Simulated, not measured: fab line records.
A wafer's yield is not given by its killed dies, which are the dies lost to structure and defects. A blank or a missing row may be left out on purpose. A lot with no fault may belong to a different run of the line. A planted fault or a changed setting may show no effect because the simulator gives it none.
fab line records | flow berkeleyCmos170
record: lots: 5 wafers: 23
route steps=331 shown PSD@183 NSD@195 SDANNEAL@204 CONTACT@217 M1@242 V1@268 M2@278 V2@306
startH: hours from the record's opening day to when the first of the lot's shown wafers began | waitH: hours from the lot's prior step to this one | " identical to the entry in the row above | L1.1+2: a single row standing in for several wafers | - no value, or no start given | * or withheld: withheld | < > ~ a bound
route shown NAME@n: NAME is a module with steps in the file, n the number in the route of the first one | usual: mean and standard deviation over wafers with no fault | same: alike in all rows | chamber/n: place in a boat | sites: per-site readings | _std_site: the values' standard deviation | _edge_site: outer sites' mean less inner sites' | radiusMm: how far each site lies from the wafer's centre | mask NAME#n: copy n | behind: the tool/chamber that last shaped the wafer | hold: what put the lot on hold/how long, in hours/how the hold closed | device: whichever transistor did not switch (one of n, p or np) | end of line: the same wafers' tests at the end of the route | a step with no rows: only its recipe | killed: dies that structure and defects cost at the first sort, which is not the same as the wafer's yield | map: a wafer's dies, marking killed ones x, the rest . and places with no die _
set.NAME: the run value of the setting; set.NAME@STEP: its run value at that earlier step | model.NAME: the simulator's own value behind a step, which no gauge read
lots run with intentionally changed settings; tables by step, rows by wafer
== steps ==
step: UCB170_PSD_IMPLANT_08
recipe: species: B doseCm2: 3e+15 energyKev: 20 tiltDeg: 7
columns lot.wafer tool chamber startH waitH set.doseCm2
L076.1+2+3+4+5 implanter-04 0 134.74 0.0 3e+15
L075.2+3+4+5+6 implanter-02 0 135.10 0.0 3e+15
L079.1+4+6 implanter-02 0 163.55 0.0 3e+15
L079.3+5 " 0 " " 2.833e+15
L082.1+4+5 implanter-03 0 166.81 0.0 2.834e+15
L082.3+6 " 0 " " 3e+15
L084.2+5+6 implanter-02 0 184.79 0.0 3e+15
step: UCB170_PSD_STRIP_09
recipe: chemistry: O2 powerW: 400 pressureMtorr: 3500 platenTempC: withheld o2FlowSccm: 400 overashFraction: 0.5
usual: stripTimeToEndpointS: 29.44/0.069
columns lot.wafer tool chamber startH waitH set.doseCm2@PSD_IMPLANT_08 stripTimeToEndpointS
L076.1 plasmaAsher-01 1 134.89 0.1 3e+15 29.52
L076.2 " 0 " " 3e+15 29.55
L076.3 " 1 " " 3e+15 29.54
L076.4 " 0 " " 3e+15 29.58
L076.5 " 0 " " 3e+15 29.50
L075.2 plasmaAsher-01 0 135.22 0.1 3e+15 29.39
L075.3 " 0 " " 3e+15 29.28
L075.4 " 1 " " 3e+15 29.36
L075.5 " 1 " " 3e+15 29.42
L075.6 " 0 " " 3e+15 29.37
L079.1 plasmaAsher-02 1 163.70 0.1 3e+15 29.43
L079.3 " 0 " " 2.833e+15 28.74
L079.4 " 1 " " 3e+15 29.37
L079.5 " 1 " " 2.833e+15 28.79
L079.6 " 0 " " 3e+15 29.40
L082.1 plasmaAsher-04 0 166.96 0.1 2.834e+15 28.89
L082.3 " 0 " " 3e+15 29.41
L082.4 " 1 " " 2.834e+15 28.83
L082.5 " 1 " " 2.834e+15 28.83
L082.6 " 0 " " 3e+15 29.49
L084.2 plasmaAsher-02 1 184.92 0.1 3e+15 29.57
L084.5 " 0 " " 3e+15 29.47
L084.6 " 1 " " 3e+15 29.42
step: UCB170_NSD_IMPLANT_08
recipe: species: P doseCm2: 3e+15 energyKev: 40 tiltDeg: 7
columns lot.wafer tool chamber startH waitH set.energyKev model.implant.rpNm model.implant.drpNm
L076.1+4 implanter-03 0 136.33 0.0 40 49.67 21.16
L076.2+3+5 " 0 " " 40.77 50.61 21.5
L075.2+4+5 implanter-04 0 136.64 0.0 40 49.86 21.16
L075.3+6 " 0 " " 38.3 47.78 20.39
L079.1+4 implanter-04 0 165.04 0.0 40 47.87 21.16
L079.3+5+6 " 0 " " 42.31 50.6 22.19
L082.1+3+4+5+6 implanter-01 0 168.69 0.0 40 49.6 21.16
L084.2+5+6 implanter-03 0 187.17 0.0 40 47.81 21.16
step: UCB170_NSD_STRIP_09
recipe: chemistry: O2 powerW: 400 pressureMtorr: 3500 platenTempC: withheld o2FlowSccm: 400 overashFraction: 0.5
usual: stripTimeToEndpointS: 35.85/0.088
columns lot.wafer tool chamber startH waitH set.energyKev@NSD_IMPLANT_08 stripTimeToEndpointS
L076.1 plasmaAsher-03 0 136.48 0.1 40 35.85
L076.2 " 1 " " 40.77 36.10
L076.3 " 1 " " 40.77 36.12
L076.4 " 0 " " 40 35.89
L076.5 " 0 " " 40.77 36.14
L075.2 plasmaAsher-01 1 136.76 0.1 40 35.81
L075.3 " 1 " " 38.3 35.22
L075.4 " 0 " " 40 35.76
L075.5 " 1 " " 40 35.87
L075.6 " 0 " " 38.3 35.25
L079.1 plasmaAsher-01 0 165.19 0.1 40 35.83
L079.3 " 1 " " 42.31 36.68
L079.4 " 0 " " 40 35.78
L079.5 " 1 " " 42.31 36.62
L079.6 " 0 " " 42.31 36.57
L082.1 plasmaAsher-01 0 168.84 0.1 40 36.11
L082.3 " 0 " " 40 36.06
L082.4 " 1 " " 40 35.97
L082.5 " 1 " " 40 36.14
L082.6 " 0 " " 40 36.04
L084.2 plasmaAsher-01 1 187.30 0.1 40 35.96
L084.5 " 1 " " 40 35.85
L084.6 " 0 " " 40 35.86
step: UCB170_NSD_CLEAN_11
recipe: chemistry: SPM tempC: 120 timeS: 600
step: UCB170_SDANNEAL_RTA_00
recipe: tempC: 900 timeS: 10 ambient: N2
step: UCB170_SDANNEAL_RTA_01
recipe: tempC: 1050 timeS: 5 ambient: N2
step: UCB170_SDANNEAL_RS_MEAS_02
recipe: thkMeasGauge: four-point-probe
usual: PSD_RS: 75.47/0.25
columns lot.wafer tool chamber startH waitH set.doseCm2@PSD_IMPLANT_08 PSD_RS[ohm/sq]
L076.1 filmMetro-04 - 137.83 0.0 3e+15 75.69
L076.2 " - " " 3e+15 75.97
L076.3 " - " " 3e+15 75.65
L076.4 " - " " 3e+15 75.77
L076.5 " - " " 3e+15 76.15
L075.2 filmMetro-03 - 138.17 0.1 3e+15 75.93
L075.3 " - " " 3e+15 75.75
L075.4 " - " " 3e+15 75.66
L075.5 " - " " 3e+15 75.64
L075.6 " - " " 3e+15 75.70
L079.1 filmMetro-02 - 166.37 0.0 3e+15 75.12
L079.3 " - " " 2.833e+15 78.31
L079.4 " - " " 3e+15 74.93
L079.5 " - " " 2.833e+15 78.24
L079.6 " - " " 3e+15 75.11
L082.1 filmMetro-04 - 170.23 0.0 2.834e+15 78.64
L082.3 " - " " 3e+15 75.38
L082.4 " - " " 2.834e+15 78.44
L082.5 " - " " 2.834e+15 78.68
L082.6 " - " " 3e+15 75.51
L084.2 filmMetro-03 - 188.95 0.1 3e+15 75.67
L084.5 " - " " 3e+15 75.86
L084.6 " - " " 3e+15 75.37
step: UCB170_SDANNEAL_RS_MEAS_03
recipe: thkMeasGauge: four-point-probe
usual: NSD_RS: 37.28/0.11
columns lot.wafer tool chamber startH waitH set.energyKev@NSD_IMPLANT_08 NSD_RS[ohm/sq]
L076.1 filmMetro-04 - 137.95 0.1 40 37.26
L076.2 " - " " 40.77 37.14
L076.3 " - " " 40.77 37.11
L076.4 " - " " 40 37.21
L076.5 " - " " 40.77 37.23
L075.2 filmMetro-03 - 138.29 0.1 40 37.50
L075.3 " - " " 38.3 37.96
L075.4 " - " " 40 37.50
L075.5 " - " " 40 37.49
L075.6 " - " " 38.3 38.06
L079.1 filmMetro-02 - 166.49 0.1 40 37.26
L079.3 " - " " 42.31 36.59
L079.4 " - " " 40 37.25
L079.5 " - " " 42.31 36.58
L079.6 " - " " 42.31 36.64
L082.1 filmMetro-04 - 170.35 0.1 40 37.17
L082.3 " - " " 40 36.99
L082.4 " - " " 40 37.23
L082.5 " - " " 40 37.16
L082.6 " - " " 40 37.17
L084.2 filmMetro-03 - 189.07 0.1 40 37.22
L084.5 " - " " 40 37.28
L084.6 " - " " 40 37.19
step: UCB170_CONTACT_CVD_01
recipe: material: PSG targetThkNm: 700 tempC: 450 precursor: SiH4/O2/PH3 timeS: 2820 pressureMtorr: 300 sih4FlowSccm: 60 o2FlowSccm: 90 ph3FlowSccm: 25
columns lot.wafer tool chamber startH waitH set.o2FlowSccm model.PSG_of_CONTACT_CVD_01.thkNm
L076.1 - - - 0.2 93.91 721.1
L076.2 " - " " 93.91 717.9
L076.3 " - " " 93.91 720.3
L076.4 " - " " 93.91 723.2
L076.5 " - " " 93.91 714.3
L075.2 - - - 1.2 90 692.8
L075.3 " - " " 90 693.2
L075.4 " - " " 90 691.1
L075.5 " - " " 90 689.5
L075.6 " - " " 90 687.3
L079.1 - - - 0.7 100.5 744.2
L079.3 " - " " 100.5 745.1
L079.4 " - " " 100.5 749.2
L079.5 " - " " 100.5 744.4
L079.6 " - " " 100.5 746.3
L082.1 - - - 0.9 78.11 653.3
L082.3 " - " " 78.11 651.2
L082.4 " - " " 78.11 651.6
L082.5 " - " " 78.11 655.2
L082.6 " - " " 78.11 654.3
L084.2 lpcvd-01 0 191.42 1.5 90 702.3
L084.5 " 0 " " 90 696
L084.6 " 0 " " 90 702
step: UCB170_CONTACT_THK_MEAS_02
recipe: reads: PSG_of_CONTACT_CVD_01
usual: CONTACT_PSG_THK: 701/6.1
columns lot.wafer tool chamber startH waitH set.o2FlowSccm@CONTACT_CVD_01 CONTACT_PSG_THK[nm]
L076.1 filmMetro-02 - - - 93.91 721
L076.2 " - " " 93.91 718
L076.3 " - " " 93.91 720
L076.4 " - " " 93.91 723
L076.5 " - " " 93.91 714
L075.2 filmMetro-02 - - - 90 692
L075.3 " - " " 90 693
L075.4 " - " " 90 691
L075.5 " - " " 90 690
L075.6 " - " " 90 687
L079.1 filmMetro-01 - - - 100.5 744
L079.3 " - " " 100.5 745
L079.4 " - " " 100.5 749
L079.5 " - " " 100.5 744
L079.6 " - " " 100.5 746
L082.1 filmMetro-02 - - - 78.11 654
L082.3 " - " " 78.11 652
L082.4 " - " " 78.11 652
L082.5 " - " " 78.11 655
L082.6 " - " " 78.11 654
L084.2 filmMetro-01 - 193.22 0.0 90 703
L084.5 " - " " 90 696
L084.6 " - " " 90 702
step: UCB170_CONTACT_SOFTBAKE_11
recipe: resist: KrF tempC: 130 timeS: 60
columns lot.wafer tool chamber startH waitH set.timeS
L076.1+2 lithoTrack-03 0 - - 64.36
L076.3+4+5 " 0 " " 60
L075.2+3+5 lithoTrack-01 0 - - 65.23
L075.4+6 " 0 " " 60
L079.1+4+5 lithoTrack-01 0 - - 60
L079.3+6 " 0 " " 63.66
L082.1+3+4+5+6 lithoTrack-04 0 - - 60
L084.2+5+6 lithoTrack-01 0 - - 60
step: UCB170_CONTACT_EXPOSE_12
recipe: maskId: CONT targetCdNm: 700 na: 0.5 sigmaOuter: 0.6 sourceShape: conventional doseMj: 35
step: UCB170_CONTACT_PEB_13
recipe: pebTempC: 130 pebTimeS: withheld resist: KrF
step: UCB170_CONTACT_ETCH_17
recipe: chemistry: N2/H2 targetDepthA: withheld overetchA: withheld target: BARC timeS: withheld sourceW: 500 biasW: 100 pressureMtorr: 30 n2FlowSccm: 100 h2FlowSccm: 200
step: UCB170_CONTACT_ETCH_18
recipe: chemistry: CHF3/CF4/Ar target: PSG stopOn: TiSi2 CHF3_flow_sccm: 45 cf4FlowSccm: 15 Ar_flow_sccm: 150 pressureMtorr: 200 rfW: 700 targetDepthA: 8400 overEtchFrac: 0.2 timeS: 195
columns lot.wafer tool chamber startH waitH set.o2FlowSccm@CONTACT_CVD_01 model.etch.depthNm model.CONTACT.featureDepthNm
L076.1 rieDiel-04 3 - - 93.91 721.1 721.1
L076.2 " 0 " " 93.91 717.9 717.9
L076.3 " 2 " " 93.91 720.3 720.3
L076.4 " 1 " " 93.91 723.2 723.2
L076.5 " 2 " " 93.91 714.3 714.3
L075.2 rieDiel-02 2 - - 90 692.8 692.8
L075.3 " 3 " " 90 693.2 693.2
L075.4 " 0 " " 90 691.1 691.1
L075.5 " 1 " " 90 689.5 689.5
L075.6 " 0 " " 90 687.3 687.3
L079.1 rieDiel-04 2 - - 100.5 744.2 744.2
L079.3 " 1 " " 100.5 745.1 745.1
L079.4 " 0 " " 100.5 749.2 749.2
L079.5 " 2 " " 100.5 744.4 744.4
L079.6 " 1 " " 100.5 746.3 746.3
L082.1 rieDiel-01 3 - - 78.11 653.3 653.3
L082.3 " 1 " " 78.11 651.2 651.2
L082.4 " 2 " " 78.11 651.6 651.6
L082.5 " 1 " " 78.11 655.2 655.2
L082.6 " 3 " " 78.11 654.3 654.3
L084.2 rieDiel-04 3 - - 90 702.3 702.3
L084.5 " 3 " " 90 696 696
L084.6 " 2 " " 90 702 702
step: UCB170_M1_COAT_04
recipe: resist: KrF spinRpm: 1500 resistThkNm: 900
columns lot.wafer tool chamber startH waitH set.spinRpm model.KrF_of_M1_COAT_04.thkNm
L076.1 lithoTrack-02 0 - - 1532 895.7
L076.2 " 0 " " 1532 892.6
L076.3 " 0 " " 1532 894.4
L076.4 " 0 " " 1500 902.3
L076.5 " 0 " " 1500 903.8
L075.2 lithoTrack-03 0 - - 1500 903
L075.3 " 0 " " 1576 883.2
L075.4 " 0 " " 1576 882.2
L075.5 " 0 " " 1500 908.1
L075.6 " 0 " " 1576 885
L079.1 lithoTrack-02 0 - - 1500 901.2
L079.3 " 0 " " 1421 926.2
L079.4 " 0 " " 1421 924.6
L079.5 " 0 " " 1500 899.2
L079.6 " 0 " " 1421 928.3
L082.1 lithoTrack-02 0 - - 1500 900.6
L082.3 " 0 " " 1596 874
L082.4 " 0 " " 1596 872.3
L082.5 " 0 " " 1500 897.8
L082.6 " 0 " " 1596 873.5
L084.2 lithoTrack-04 0 - - 1500 899.7
L084.5 " 0 " " 1500 899
L084.6 " 0 " " 1500 897.4
step: UCB170_V1_ETCH_14
recipe: chemistry: CHF3/CF4/Ar target: SiO2 stopOn: Al CHF3_flow_sccm: 45 cf4FlowSccm: 15 Ar_flow_sccm: 150 pressureMtorr: 200 rfW: 700 targetDepthA: 12500 overEtchFrac: 0.25 timeS: 291
columns lot.wafer tool chamber startH waitH set.rfW model.KrF_of_V1_COAT_07.thkNm
L076.1 rieDiel-04 2 154.08 0.0 772.1 600.9
L076.2 " 1 " " 700 614.6
L076.3 " 2 " " 700 610.1
L076.4 " 1 " " 700 619.8
L076.5 " 2 " " 772.1 600.2
L075.2 rieDiel-03 2 154.31 0.0 621.5 630.1
L075.3 " 0 " " 700 616.8
L075.4 " 1 " " 700 620.2
L075.5 " 0 " " 700 614.8
L075.6 " 1 " " 621.5 629.9
L079.1 rieDiel-02 3 183.36 0.0 700 615.9
L079.3 " 0 " " 700 608.9
L079.4 " 1 " " 700 612
L079.5 " 3 " " 700 615.3
L079.6 " 2 " " 700 617.5
L082.1 rieDiel-02 0 184.97 0.0 700 610.8
L082.3 " 3 " " 700 617.9
L082.4 " 1 " " 755.6 602.3
L082.5 " 0 " " 755.6 599.8
L082.6 " 1 " " 755.6 599.6
L084.2 rieDiel-02 0 208.48 0.0 700 613.1
L084.5 " 1 " " 700 609.9
L084.6 " 0 " " 700 610.3
step: UCB170_V1_STRIP_15
recipe: chemistry: O2 powerW: 400 pressureMtorr: 3500 platenTempC: withheld o2FlowSccm: 400 overashFraction: 0.5
usual: stripTimeToEndpointS: 15.35/0.093
columns lot.wafer tool chamber startH waitH set.rfW@V1_ETCH_14 stripTimeToEndpointS
L076.1 plasmaAsher-03 0 154.34 0.2 772.1 15.11
L076.2 " 1 " " 700 15.43
L076.3 " 0 " " 700 15.31
L076.4 " 1 " " 700 15.55
L076.5 " 1 " " 772.1 15.06
L075.2 plasmaAsher-04 1 154.49 0.1 621.5 15.79
L075.3 " 1 " " 700 15.47
L075.4 " 0 " " 700 15.55
L075.5 " 0 " " 700 15.42
L075.6 " 1 " " 621.5 15.77
L079.1 plasmaAsher-04 0 183.54 0.1 700 15.44
L079.3 " 0 " " 700 15.29
L079.4 " 1 " " 700 15.36
L079.5 " 0 " " 700 15.43
L079.6 " 1 " " 700 15.49
L082.1 plasmaAsher-03 0 185.15 0.1 700 15.33
L082.3 " 0 " " 700 15.49
L082.4 " 1 " " 755.6 15.13
L082.5 " 1 " " 755.6 15.07
L082.6 " 0 " " 755.6 15.06
L084.2 plasmaAsher-01 1 208.65 0.1 700 15.39
L084.5 " 1 " " 700 15.31
L084.6 " 0 " " 700 15.31
step: UCB170_M2_STRIP_07
recipe: chemistry: O2 powerW: 400 pressureMtorr: 3500 platenTempC: withheld o2FlowSccm: 400 overashFraction: 0.5
usual: stripTimeToEndpointS: 22.00/0.064
columns lot.wafer tool chamber startH waitH set.o2FlowSccm stripTimeToEndpointS
L076.1 plasmaAsher-03 0 155.78 0.1 424.4 21.77
L076.2 " 1 " " 400 21.96
L076.3 " 0 " " 424.4 21.77
L076.4 " 1 " " 400 21.95
L076.5 " 0 " " 400 22.00
L075.2 plasmaAsher-04 0 156.23 0.1 436.5 21.63
L075.3 " 0 " " 436.5 21.61
L075.4 " 1 " " 436.5 21.58
L075.5 " 1 " " 400 21.92
L075.6 " 0 " " 400 21.91
L079.1 plasmaAsher-02 1 184.54 0.1 400 21.94
L079.3 " 1 " " 400 21.95
L079.4 " 0 " " 418.8 21.76
L079.5 " 0 " " 418.8 21.78
L079.6 " 1 " " 418.8 21.79
L082.1 plasmaAsher-04 0 186.61 0.1 400 22.05
L082.3 " 1 " " 400 22.03
L082.4 " 0 " " 400 22.03
L082.5 " 0 " " 437.8 21.71
L082.6 " 1 " " 437.8 21.77
L084.2 plasmaAsher-02 0 209.65 0.1 400 22.07
L084.5 " 1 " " 400 21.99
L084.6 " 0 " " 400 22.05
step: UCB170_V2_ETCH_14
recipe: chemistry: CHF3/CF4/Ar target: SiO2 stopOn: Al CHF3_flow_sccm: 45 cf4FlowSccm: 15 Ar_flow_sccm: 150 pressureMtorr: 200 rfW: 700 targetDepthA: 12500 overEtchFrac: 0.25 timeS: 291
columns lot.wafer tool chamber startH waitH set.timeS model.KrF_of_V2_COAT_07.thkNm
L076.1 rieDiel-04 1 159.90 0.0 291 620.7
L076.2 " 2 " " 291 616.3
L076.3 " 1 " " 326.5 587.8
L076.4 " 2 " " 326.5 584.4
L076.5 " 2 " " 326.5 581.5
L075.2 rieDiel-01 0 161.03 0.0 291 607.5
L075.3 " 2 " " 291 609.3
L075.4 " 3 " " 291 609.4
L075.5 " 2 " " 291 606.7
L075.6 " 1 " " 291 612.6
L079.1 rieDiel-02 1 189.35 0.0 291 619.2
L079.3 " 3 " " 312.1 598.5
L079.4 " 2 " " 312.1 595.2
L079.5 " 3 " " 291 618.2
L079.6 " 2 " " 291 619.4
L082.1 rieDiel-02 1 191.08 0.0 255.3 638.5
L082.3 " 0 " " 291 604.1
L082.4 " 2 " " 291 607.2
L082.5 " 0 " " 255.3 643.2
L082.6 " 3 " " 255.3 644.6
L084.2 rieDiel-01 0 213.98 0.0 291 615.3
L084.5 " 2 " " 291 604.7
L084.6 " 1 " " 291 613.2
step: UCB170_V2_STRIP_15
recipe: chemistry: O2 powerW: 400 pressureMtorr: 3500 platenTempC: withheld o2FlowSccm: 400 overashFraction: 0.5
usual: stripTimeToEndpointS: 15.33/0.11
columns lot.wafer tool chamber startH waitH set.timeS@V2_ETCH_14 stripTimeToEndpointS
L076.1 plasmaAsher-01 1 160.17 0.2 291 15.57
L076.2 " 0 " " 291 15.45
L076.3 " 1 " " 326.5 14.77
L076.4 " 0 " " 326.5 14.70
L076.5 " 0 " " 326.5 14.64
L075.2 plasmaAsher-02 0 161.21 0.1 291 15.26
L075.3 " 1 " " 291 15.28
L075.4 " 0 " " 291 15.31
L075.5 " 0 " " 291 15.25
L075.6 " 1 " " 291 15.36
L079.1 plasmaAsher-01 0 189.53 0.1 291 15.53
L079.3 " 1 " " 312.1 15.03
L079.4 " 0 " " 312.1 14.95
L079.5 " 0 " " 291 15.52
L079.6 " 1 " " 291 15.52
L082.1 plasmaAsher-01 1 191.26 0.1 255.3 15.90
L082.3 " 0 " " 291 15.17
L082.4 " 1 " " 291 15.26
L082.5 " 1 " " 255.3 16.03
L082.6 " 0 " " 255.3 16.06
L084.2 plasmaAsher-02 0 214.16 0.1 291 15.43
L084.5 " 1 " " 291 15.18
L084.6 " 0 " " 291 15.40
== key ==
split: step: UCB170_PSD_IMPLANT_08 setting: doseCm2 stated: 3e+15 by: wafer
response: step: UCB170_PSD_STRIP_09 reading: stripTimeToEndpointS change: * per: 1% r: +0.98
response: step: UCB170_SDANNEAL_RS_MEAS_02 reading: PSD_RS change: -0.573 per: 1% r: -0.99
split: step: UCB170_NSD_IMPLANT_08 setting: energyKev stated: 40 by: wafer
response: step: UCB170_NSD_IMPLANT_08 reading: model.implant.rpNm change: +0.479 per: 1% r: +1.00
response: step: UCB170_NSD_IMPLANT_08 reading: model.implant.drpNm change: +0.179 per: 1% r: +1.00
response: step: UCB170_NSD_STRIP_09 reading: stripTimeToEndpointS change: * per: 1% r: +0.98
response: step: UCB170_SDANNEAL_RS_MEAS_03 reading: NSD_RS change: -0.11 per: 1% r: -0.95
split: step: UCB170_CONTACT_CVD_01 setting: o2FlowSccm stated: 90 by: lot
response: step: UCB170_CONTACT_CVD_01 reading: model.PSG_of_CONTACT_CVD_01.thkNm change: +3.76 per: 1% r: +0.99
response: step: UCB170_CONTACT_THK_MEAS_02 reading: CONTACT_PSG_THK change: +3.74 per: 1% r: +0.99
response: step: UCB170_CONTACT_ETCH_18 reading: model.etch.depthNm change: +3.76 per: 1% r: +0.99
response: step: UCB170_CONTACT_ETCH_18 reading: model.CONTACT.featureDepthNm change: +3.76 per: 1% r: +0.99
split: step: UCB170_CONTACT_SOFTBAKE_11 setting: timeS stated: 60 by: wafer
response none clear
split: step: UCB170_M1_COAT_04 setting: spinRpm stated: 1500 by: wafer
response: step: UCB170_M1_COAT_04 reading: model.KrF_of_M1_COAT_04.thkNm change: -4.39 per: 1% r: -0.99
split: step: UCB170_V1_ETCH_14 setting: rfW stated: 700 by: wafer
response: step: UCB170_V1_ETCH_14 reading: model.KrF_of_V1_COAT_07.thkNm change: -1.35 per: 1% r: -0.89
response: step: UCB170_V1_STRIP_15 reading: stripTimeToEndpointS change: * per: 1% r: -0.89
split: step: UCB170_M2_STRIP_07 setting: o2FlowSccm stated: 400 by: wafer
response: step: UCB170_M2_STRIP_07 reading: stripTimeToEndpointS change: * per: 1% r: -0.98
split: step: UCB170_V2_ETCH_14 setting: timeS stated: 291 by: wafer
response: step: UCB170_V2_ETCH_14 reading: model.KrF_of_V2_COAT_07.thkNm change: -2.9 per: 1% r: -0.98
response: step: UCB170_V2_STRIP_15 reading: stripTimeToEndpointS change: * per: 1% r: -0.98
